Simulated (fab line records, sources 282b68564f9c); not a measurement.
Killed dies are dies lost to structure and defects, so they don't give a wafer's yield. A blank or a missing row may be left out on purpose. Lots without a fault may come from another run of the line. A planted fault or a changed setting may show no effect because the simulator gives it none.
fab line records | flow rit_cmos
record lots=6 wafers=18 last_day=7
route steps=202 shown PSD@150 SDANNEAL@153 NSD@158 PLDD@159 NLDD@160 SILICIDE@161 M1@202
lots that met no fault: from a run of the same line without faults
start_h: hours from the record's first day to the start of the lot's first wafer shown | wait_h: hours since the lot's step before | " the same as in the row above | L1.1+2: a row that stands for several wafers | - no value, or no start given | * or withheld: withheld | < > ~ a bound
route shown NAME@n: a module of which the file shows steps, and the number in the route of the first | usual: mean/standard deviation of fault-free wafers | same: alike in all rows | chamber/n: place in a boat | sites: the reading at each site | _std_site: their standard deviation | _edge_site: outer sites' mean less inner sites' | radius_mm: how far each site lies from the wafer's centre | mask NAME#n: copy n | behind: the tool/chamber that last shaped the wafer | hold: why the lot was held/for how many hours/how that ended | device: the transistor (n, p or np) that didn't switch | end of line: the same wafers' tests at the end of the route | a step without rows: its recipe alone | killed: dies lost to structure and defects at the first sort, not the wafer's yield | map: a wafer's dies, x killed, . not, _ none there
set.NAME: the setting as run; set.NAME@STEP: as run at that earlier step | model.NAME: the simulator's own value behind a step, which no gauge read
lots at some steps of the route; a table a step, a row a wafer
services: from which hour (start_h, from the record's first day; less than 0 if before it) a tool's chamber was out of use, for how many hours, and why
## steps
# step RIT_PSD_IMPLANT_08
# recipe species=BF2 energy_kev=27 dose_cm2=5e+15 tilt_deg=7
# step RIT_PSD_STRIP_09
# recipe chemistry=O2 time_s=180 resist=NOVOLAK platen_temp_c=withheld power_w=500 pressure_mtorr=4000 o2_flow_sccm=4000
# usual drypump_motor_current_A=5.5/0.36
# columns lot.wafer tool chamber start_h wait_h drypump_motor_current_A rf_hours_counter_h
L501.4 plasma_asher-04 0 71.19 0.1 5.9 -
L501.5 " 1 " " 5.2 -
L501.6 " 0 " " 6.0 -
L504.2 plasma_asher-04 1 84.03 0.1 5.2 43
L504.4 " 0 " " 5.9 -
L504.5 " 1 " " 5.2 -
L513.3 plasma_asher-04 1 132.52 0.1 5.2 -
L513.4 " 0 " " 5.9 -
L513.6 " 0 " " 5.9 -
L514.1 plasma_asher-01 1 135.40 0.1 5.2 2
L514.5 " 1 " " 5.2 -
L514.6 " 0 " " 5.3 -
L516.3 plasma_asher-01 1 144.02 0.1 5.2 -
L516.5 " 0 " " 5.3 -
L516.6 " 1 " " 5.2 -
L519.1 plasma_asher-04 0 160.75 0.1 5.9 52
L519.3 " 0 " " 5.9 -
L519.5 " 0 " " 5.9 -
# step RIT_PSD_TW_MEAS_10
# usual PSD_TW=3406/50
# columns lot.wafer tool chamber start_h wait_h PSD_TW
L501.4 film_metro-04 - 71.33 0.1 3450
L501.5 " - " " 3459
L501.6 " - " " 3448
L504.2 film_metro-04 - 84.21 0.1 3484
L504.4 " - " " 3486
L504.5 " - " " 3475
L513.3 film_metro-01 - 132.66 0.1 3318
L513.4 " - " " 3325
L513.6 " - " " 3316
L514.1 film_metro-02 - 135.57 0.1 3407
L514.5 " - " " 3404
L514.6 " - " " 3422
L516.3 film_metro-04 - 144.16 0.1 3462
L516.5 " - " " 3470
L516.6 " - " " 3467
L519.1 film_metro-04 - 160.93 0.1 3465
L519.3 " - " " 3481
L519.5 " - " " 3455
# step RIT_SDANNEAL_CLEAN_00
# recipe chemistry=SC1 mix=3:3:50 time_s=600 temp_c=75
# step RIT_SDANNEAL_CLEAN_01
# recipe chemistry=dHF dilution=50:1 time_s=30
# step RIT_SDANNEAL_CLEAN_02
# recipe chemistry=SC2 mix=3:3:50 time_s=600 temp_c=75 dry=n2_spin
# step RIT_SDANNEAL_RTA_03
# recipe temp_c=1050 time_s=5 idle_temp_c=600 ramp_up_c_per_s=342 ramp_down_c_per_s=171 cool_to_c=600 ambient=N2
# usual anneal_temp_c_max=1054.7/0.92 wafer_temp_C_max=1053.3/1.1
# columns lot.wafer tool chamber start_h wait_h anneal_temp_c_max wafer_temp_C_max
L501.4 rtp_anneal-01 0 71.79 0.0 1055.2 1052.4
L501.5 " 0 " " 1054.2 1053.2
L501.6 " 0 " " 1054.2 1054.3
L504.2 rtp_anneal-02 0 84.66 0.0 1056.3 1052.4
L504.4 " 0 " " 1055.8 1055.1
L504.5 " 0 " " 1055.3 1052.5
L513.3 rtp_anneal-02 0 133.26 0.0 1055.3 1053.7
L513.4 " 0 " " 1054.5 1053.3
L513.6 " 0 " " 1053.7 1054.8
L514.1 rtp_anneal-02 0 136.00 0.0 1054.3 1053.8
L514.5 " 0 " " 1055.8 1053.0
L514.6 " 0 " " 1054.6 1053.5
L516.3 rtp_anneal-01 0 144.58 0.0 1052.4 1052.7
L516.5 " 0 " " 1054.1 1053.1
L516.6 " 0 " " 1054.4 1051.2
L519.1 rtp_anneal-02 0 161.36 0.0 1056.3 1051.9
L519.3 " 0 " " 1054.4 1052.5
L519.5 " 0 " " 1054.8 1054.6
# step RIT_SDANNEAL_RS_MEAS_04
# recipe thk_meas_gauge=four-point-probe
# usual PSD_RS=115.7/0.31
# columns lot.wafer tool chamber start_h wait_h PSD_RS[ohm/sq]
L501.4 film_metro-04 - 71.88 0.1 115.9
L501.5 " - " " 115.5
L501.6 " - " " 115.5
L504.2 film_metro-01 - 84.72 0.1 116.1
L504.4 " - " " 116.4
L504.5 " - " " 116.4
L513.3 film_metro-04 - 133.34 0.1 116.0
L513.4 " - " " 116.0
L513.6 " - " " 116.1
L514.1 film_metro-02 - 136.06 0.0 115.6
L514.5 " - " " 115.2
L514.6 " - " " 115.2
L516.3 film_metro-01 - 144.66 0.1 115.4
L516.5 " - " " 115.4
L516.6 " - " " 115.7
L519.1 film_metro-01 - 161.42 0.0 116.2
L519.3 " - " " 115.9
L519.5 " - " " 115.9
# step RIT_SDANNEAL_RS_MEAS_05
# recipe thk_meas_gauge=four-point-probe
# usual NSD_RS=84.5/0.32
# columns lot.wafer tool chamber start_h wait_h NSD_RS[ohm/sq]
L501.4 film_metro-04 - 72.00 0.1 84.1
L501.5 " - " " 84.5
L501.6 " - " " 84.5
L504.2 film_metro-01 - 84.84 0.1 85.1
L504.4 " - " " 85.0
L504.5 " - " " 85.2
L513.3 film_metro-04 - 133.46 0.1 84.5
L513.4 " - " " 84.2
L513.6 " - " " 84.3
L514.1 film_metro-02 - 136.18 0.1 84.3
L514.5 " - " " 84.1
L514.6 " - " " 84.2
L516.3 film_metro-01 - 144.78 0.1 84.8
L516.5 " - " " 85.0
L516.6 " - " " 85.1
L519.1 film_metro-01 - 161.54 0.1 84.8
L519.3 " - " " 85.1
L519.5 " - " " 84.8
# step RIT_SDANNEAL_RS_MEAS_06
# recipe thk_meas_gauge=four-point-probe
# usual PLDD_RS=178.4/0.54
# columns lot.wafer tool chamber start_h wait_h PLDD_RS[ohm/sq]
L501.4 film_metro-04 - 72.12 0.1 177.9
L501.5 " - " " 177.3
L501.6 " - " " 178.3
L504.2 film_metro-01 - 84.96 0.1 179.0
L504.4 " - " " 179.0
L504.5 " - " " 179.3
L513.3 film_metro-04 - 133.58 0.1 178.0
L513.4 " - " " 178.3
L513.6 " - " " 178.0
L514.1 film_metro-02 - 136.30 0.1 178.6
L514.5 " - " " 178.6
L514.6 " - " " 178.7
L516.3 film_metro-01 - 144.90 0.1 178.9
L516.5 " - " " 178.6
L516.6 " - " " 178.8
L519.1 film_metro-01 - 161.66 0.1 178.5
L519.3 " - " " 178.8
L519.5 " - " " 178.7
# step RIT_SDANNEAL_RS_MEAS_07
# recipe thk_meas_gauge=four-point-probe
# usual NLDD_RS=151.3/0.64
# columns lot.wafer tool chamber start_h wait_h NLDD_RS[ohm/sq]
L501.4 film_metro-04 - 72.24 0.1 150.5
L501.5 " - " " 150.6
L501.6 " - " " 150.6
L504.2 film_metro-01 - 85.08 0.1 151.0
L504.4 " - " " 151.9
L504.5 " - " " 152.1
L513.3 film_metro-04 - 133.70 0.1 151.4
L513.4 " - " " 151.0
L513.6 " - " " 151.4
L514.1 film_metro-02 - 136.42 0.1 152.2
L514.5 " - " " 151.6
L514.6 " - " " 152.0
L516.3 film_metro-01 - 145.02 0.1 151.1
L516.5 " - " " 151.5
L516.6 " - " " 150.8
L519.1 film_metro-01 - 161.78 0.1 151.7
L519.3 " - " " 151.7
L519.5 " - " " 151.5
# step RIT_SILICIDE_WET_ETCH_00
# recipe chemistry=BOE target=SiO2 target_depth_nm=14 time_s=15 dry=n2_spin dilution=10:1 temp_c=21.5
# step RIT_SILICIDE_SPUTTER_01
# recipe material=Ti target_thk_nm=30 power_w=350 chamber_pressure_pa=0.667 gas=Ar time_s=240 substrate_temp_c=25
# usual throttle_valve_pct=30.3/1.5
# columns lot.wafer tool chamber start_h wait_h throttle_valve_pct model.Ti_of_SILICIDE_SPUTTER_01.thk_nm
L501.4 pvd_sputter-01 - 72.31 0.0 28.0 30.03
L501.5 " - " " 27.7 29.99
L501.6 " - " " 31.2 30.05
L504.2 pvd_sputter-04 - 85.20 0.0 28.8 29.73
L504.4 " - " " 31.6 30.01
L504.5 " - " " 28.7 29.56
L513.3 pvd_sputter-04 - 133.79 0.0 31.6 17.32
L513.4 " - " " 28.7 30.17
L513.6 " - " " 28.9 30.12
L514.1 pvd_sputter-04 - 136.55 0.0 28.4 29.71
L514.5 " - " " 31.7 17
L514.6 " - " " 31.7 29.95
L516.3 pvd_sputter-02 - 145.11 0.0 29.5 29.73
L516.5 " - " " 30.5 29.93
L516.6 " - " " 28.8 29.85
L519.1 pvd_sputter-01 - 161.91 0.0 30.9 30.05
L519.3 " - " " 27.6 30.24
L519.5 " - " " 27.7 29.95
# step RIT_SILICIDE_RS_MEAS_02
# recipe thk_meas_gauge=four-point-probe reads=Ti_of_SILICIDE_SPUTTER_01
# usual SILICIDE_TI_RS=48.0/0.69
# columns lot.wafer tool chamber start_h wait_h SILICIDE_TI_RS[ohm/sq]
L501.4 film_metro-01 - 72.52 0.1 47.8
L501.5 " - " " 47.9
L501.6 " - " " 47.8
L504.2 film_metro-03 - 85.37 0.1 48.4
L504.4 " - " " 47.9
L504.5 " - " " 48.8
L513.3 film_metro-01 - 133.98 0.1 96.4
L513.4 " - " " 47.5
L513.6 " - " " 47.6
L514.1 film_metro-03 - 136.70 0.1 48.5
L514.5 " - " " 98.7
L514.6 " - " " 48.0
L516.3 film_metro-01 - 145.30 0.1 48.4
L516.5 " - " " 48.1
L516.6 " - " " 48.1
L519.1 film_metro-02 - 162.06 0.1 47.8
L519.3 " - " " 47.4
L519.5 " - " " 47.8
# step RIT_SILICIDE_THK_MEAS_03
# recipe thk_meas_gauge=xrf reads=Ti_of_SILICIDE_SPUTTER_01
# usual SILICIDE_TI_THK=30.1/0.37
# columns lot.wafer tool chamber start_h wait_h SILICIDE_TI_THK[nm]
L501.4 film_metro-01 - 72.61 0.1 30.3
L501.5 " - " " 30.2
L501.6 " - " " 30.3
L504.2 film_metro-03 - 85.48 0.1 29.9
L504.4 " - " " 30.3
L504.5 " - " " 29.7
L513.3 film_metro-01 - 134.08 0.1 17.3
L513.4 " - " " 30.3
L513.6 " - " " 30.3
L514.1 film_metro-03 - 136.82 0.1 29.9
L514.5 " - " " 17.1
L514.6 " - " " 30.2
L516.3 film_metro-01 - 145.40 0.1 29.7
L516.5 " - " " 30.1
L516.6 " - " " 29.9
L519.1 film_metro-02 - 162.18 0.1 30.1
L519.3 " - " " 30.4
L519.5 " - " " 30.1
# step RIT_SILICIDE_RTA_04
# recipe temp_c=650 time_s=10 idle_temp_c=25 ramp_up_s=5 ramp_down_s=5 cool_to_c=25 ambient=N2
# usual anneal_temp_c_max=652.9/0.56 wafer_temp_C_max=653.0/0.63
# columns lot.wafer tool chamber start_h wait_h anneal_temp_c_max wafer_temp_C_max
L501.4 rtp_anneal-02 0 72.68 0.1 652.2 653.4
L501.5 " 0 " " 652.1 652.9
L501.6 " 0 " " 652.7 653.2
L504.2 rtp_anneal-02 0 85.54 0.1 653.2 653.2
L504.4 " 0 " " 653.6 652.4
L504.5 " 0 " " 653.2 652.9
L513.3 rtp_anneal-02 0 134.14 0.1 652.8 652.9
L513.4 " 0 " " 653.4 652.1
L513.6 " 0 " " 653.7 652.5
L514.1 rtp_anneal-02 0 136.88 0.1 652.9 653.6
L514.5 " 0 " " 653.5 653.2
L514.6 " 0 " " 652.7 653.3
L516.3 rtp_anneal-02 0 145.47 0.1 652.8 652.0
L516.5 " 0 " " 652.6 653.4
L516.6 " 0 " " 652.9 653.0
L519.1 rtp_anneal-01 0 162.24 0.1 652.4 653.0
L519.3 " 0 " " 651.9 652.5
L519.5 " 0 " " 651.5 654.3
# step RIT_M1_PROBE_99
# usual killed_at_contacts=0.1/0.31 killed_at_front_end=6.8/2.7 killed_dies=6.9/2.7 killed_open=3.3/1.8 killed_short=3.5/1.8
# same gross_dies=264 killed_at_M0_to_M3=0 killed_at_M4_up=0 killed_at_back_side=0 killed_at_other=0
# columns lot.wafer tool chamber start_h wait_h killed_at_contacts killed_at_front_end killed_dies killed_open killed_short model.etest.npoly_line.line_ohm_um model.etest.ppoly_line.line_ohm_um model.etest.ppoly_line.width_nm model.etest.npoly_line.rs_ohm_sq model.etest.npoly_line.width_nm model.etest.contact_pplus.end_ohm_um model.etest.ppoly_line.rs_ohm_sq model.etest.contact_nplus.end_ohm_um
L501.4 prober-01 - 80.76 0.2 0 8 8 4 4 162.8 157.7 104.4 17.16 104.2 42.57 16.35 40.57
L501.5 prober-01 - 80.81 0.2 1 11 12 7 5 164.5 158.4 103.1 16.97 102.7 42.68 16.35 40.27
L501.6 prober-01 - 80.86 0.2 0 11 11 5 6 172.7 164.5 99.18 16.98 98.48 43.35 16.51 41.06
L504.2 prober-02 - 92.11 0.1 1 5 6 3 3 163 160.2 105.6 16.96 104.3 43.7 16.62 43.45
L504.4 prober-02 - 92.21 0.2 1 2 3 0 3 164.2 154.5 105.5 16.94 104.7 44.32 16.39 41.56
L504.5 prober-02 - 92.26 0.2 0 7 7 3 4 162.3 156.4 106 17.18 105.8 44.48 16.56 41.97
L513.3 prober-02 - 140.99 0.2 0 6 6 4 2 239 222.5 115.2 27.6 114 33.31 26.05 32.38
L513.4 prober-02 - 141.04 0.2 1 9 10 3 6 162.8 156.6 106.4 17.01 104.8 43.9 16.45 41.4
L513.6 prober-02 - 141.14 0.2 0 2 2 2 0 164 158.7 103.8 17.01 103 43.31 16.45 40.91
L514.1 prober-01 - 143.44 0.1 0 5 5 4 1 165.1 159.1 104.1 17.13 103.7 43.94 16.57 41.8
L514.5 prober-01 - 143.64 0.2 0 9 9 6 3 249.2 231.7 113.8 27.9 112.5 32.95 26.33 31.25
L514.6 prober-01 - 143.69 0.2 0 8 8 2 6 161.4 158.6 105.5 17.14 104.7 44.73 16.54 43.29
L516.3 prober-01 - 152.16 0.2 0 13 13 7 6 165.1 158.6 105 17 103.9 43.88 16.57 42.58
L516.5 prober-01 - 152.26 0.2 0 4 4 1 3 165.8 159.1 103.9 17.09 102.6 45.24 16.57 43.43
L516.6 prober-01 - 152.31 0.2 0 3 3 0 3 162.1 159.5 104.2 17.07 103.9 44.16 16.43 41.74
L519.1 prober-02 - 168.65 0.1 0 6 6 1 4 172.8 164 99.37 17.05 98.82 44.81 16.34 40.6
L519.3 prober-02 - 168.75 0.2 0 7 7 5 2 170.9 164.5 99.77 16.78 98.95 44.89 16.32 42.78
L519.5 prober-02 - 168.85 0.2 0 8 8 4 4 175.5 170.2 97 16.95 96.29 44.82 16.55 40.42
# killed by level:class
L501.4 GATE:geometric_particle:open=3 SPACER:geometric_particle:short=2 FOX2:geometric_particle:short=1 REOX:geometric_particle:short=1 SPACER:geometric_particle:open=1
L501.5 SPACER:geometric_particle:open=3 REOX:geometric_particle:open=2 SPACER:geometric_particle:short=2 GATE:geometric_particle:open=1 GATE:geometric_particle:short=1 REOX:geometric_particle:short=1 SILICIDE:geometric_particle:short=1 CONTACT:geometric_particle:open=1
L501.6 GATE:geometric_particle:open=2 GATE:geometric_particle:short=2 SILICIDE:geometric_particle:short=2 FOX1:geometric_particle:open=1 FOX1:geometric_particle:short=1 FOX2:geometric_particle:short=1 REOX:geometric_particle:open=1 SILICIDE:geometric_particle:open=1
L504.2 GATE:geometric_particle:short=1 GATE:geometric_particle:open=1 REOX:geometric_particle:short=1 REOX:geometric_particle:open=1 SILICIDE:geometric_particle:open=1 CONTACT:geometric_particle:short=1
L504.4 FOX1:geometric_particle:short=1 REOX:geometric_particle:short=1 CONTACT:geometric_particle:short=1
L504.5 SILICIDE:geometric_particle:short=2 FOX1:geometric_particle:open=1 GATE:geometric_particle:short=1 REOX:geometric_particle:open=1 REOX:geometric_particle:short=1 SPACER:geometric_particle:open=1
L513.3 GATE:geometric_particle:open=3 GATE:geometric_particle:short=2 FOX2:geometric_particle:open=1
L513.4 GATE:geometric_particle:short=3 FOX1:geometric_particle:short=2 GATE:geometric_particle:open=2 FOX1:geometric_particle:open=1 SILICIDE:geometric_particle:short=1 CONTACT:coat_microbubble_printed=1
L513.6 GATE:geometric_particle:open=2
L514.1 SILICIDE:geometric_particle:open=2 FOX2:geometric_particle:open=1 GATE:geometric_particle:short=1 GATE:geometric_particle:open=1
L514.5 REOX:geometric_particle:short=2 SILICIDE:geometric_particle:open=2 ACTIVE:geometric_particle:open=1 FOX2:geometric_particle:open=1 GATE:geometric_particle:open=1 REOX:geometric_particle:open=1 SILICIDE:geometric_particle:short=1
L514.6 GATE:geometric_particle:short=4 GATE:geometric_particle:open=2 REOX:geometric_particle:short=1 SPACER:geometric_particle:short=1
L516.3 SILICIDE:geometric_particle:open=3 GATE:geometric_particle:short=2 GATE:geometric_particle:open=2 REOX:geometric_particle:short=2 FOX1:geometric_particle:open=1 FOX1:geometric_particle:short=1 REOX:geometric_particle:open=1 SILICIDE:geometric_particle:short=1
L516.5 SILICIDE:geometric_particle:short=2 SPACER:geometric_particle:short=1 SILICIDE:geometric_particle:open=1
L516.6 GATE:geometric_particle:short=2 REOX:geometric_particle:short=1
L519.1 SILICIDE:geometric_particle:short=2 FOX1:geometric_particle:short=1 GATE:geometric_particle:open=1 GATE:geometric_particle:short=1 NWELL:coat_microbubble_printed=1
L519.3 GATE:geometric_particle:open=2 FOX1:geometric_particle:open=1 GATE:geometric_particle:short=1 SPACER:geometric_particle:open=1 SILICIDE:geometric_particle:short=1 SILICIDE:geometric_particle:open=1
L519.5 FOX2:geometric_particle:open=2 GATE:geometric_particle:short=2 FOX1:geometric_particle:short=1 GATE:geometric_particle:open=1 REOX:geometric_particle:short=1 SPACER:geometric_particle:open=1
## services
# columns tool chamber start_h hours kind
pvd_sputter-02 - 54.59 1.1 repair
rtp_anneal-01 - 75.47 67.6 pm
plasma_asher-01 - 108.75 9.0 pm
plasma_asher-01 0 108.75 9.0 vent_cycle
plasma_asher-01 1 108.75 9.0 vent_cycle
plasma_asher-04 - 116.28 1.5 repair
plasma_asher-01 0 117.75 - clean
plasma_asher-01 1 117.75 - clean
pvd_sputter-02 - 126.57 2.8 repair
pvd_sputter-01 - 132.91 5.3 repair
pvd_sputter-02 - 136.29 2.7 repair
## key
first_sign step=RIT_SILICIDE_RS_MEAS_02 reading=SILICIDE_TI_RS direction=up sigmas=72 usual=48.0 struck=97.6
effect step=RIT_SILICIDE_THK_MEAS_03 reading=SILICIDE_TI_THK direction=down sigmas=35 usual=30.1 struck=17.2
model_effect step=RIT_SILICIDE_SPUTTER_01 value=Ti_of_SILICIDE_SPUTTER_01.thk_nm without=30.2 struck=17.16
model_effect step=RIT_M1_PROBE_99 value=etest.npoly_line.line_ohm_um without=165.3 struck=244.1
met_at RIT_SILICIDE_SPUTTER_01
struck_wafers L513.3,L514.5
tester_left_out L513,L514
onset_between 85.20 133.79
fault kind=process_parameter_drift tool=pvd_sputter-04 chamber=- onset_h=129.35 steps=RIT_SILICIDE_SPUTTER_01 channel=target_thk_nm offset=-13.037 shape=step end_h=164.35 acts_in=these_recipes_only stated=30 scope=struck_wafers_only
# tester_left_out: of these lots the tester's yield and bins aren't shown, on N5 and GAA mostly nor the transistor test; their killed dies are dies lost to structure and defects alone, not to doping, threshold or leakage, so they don't give the yield
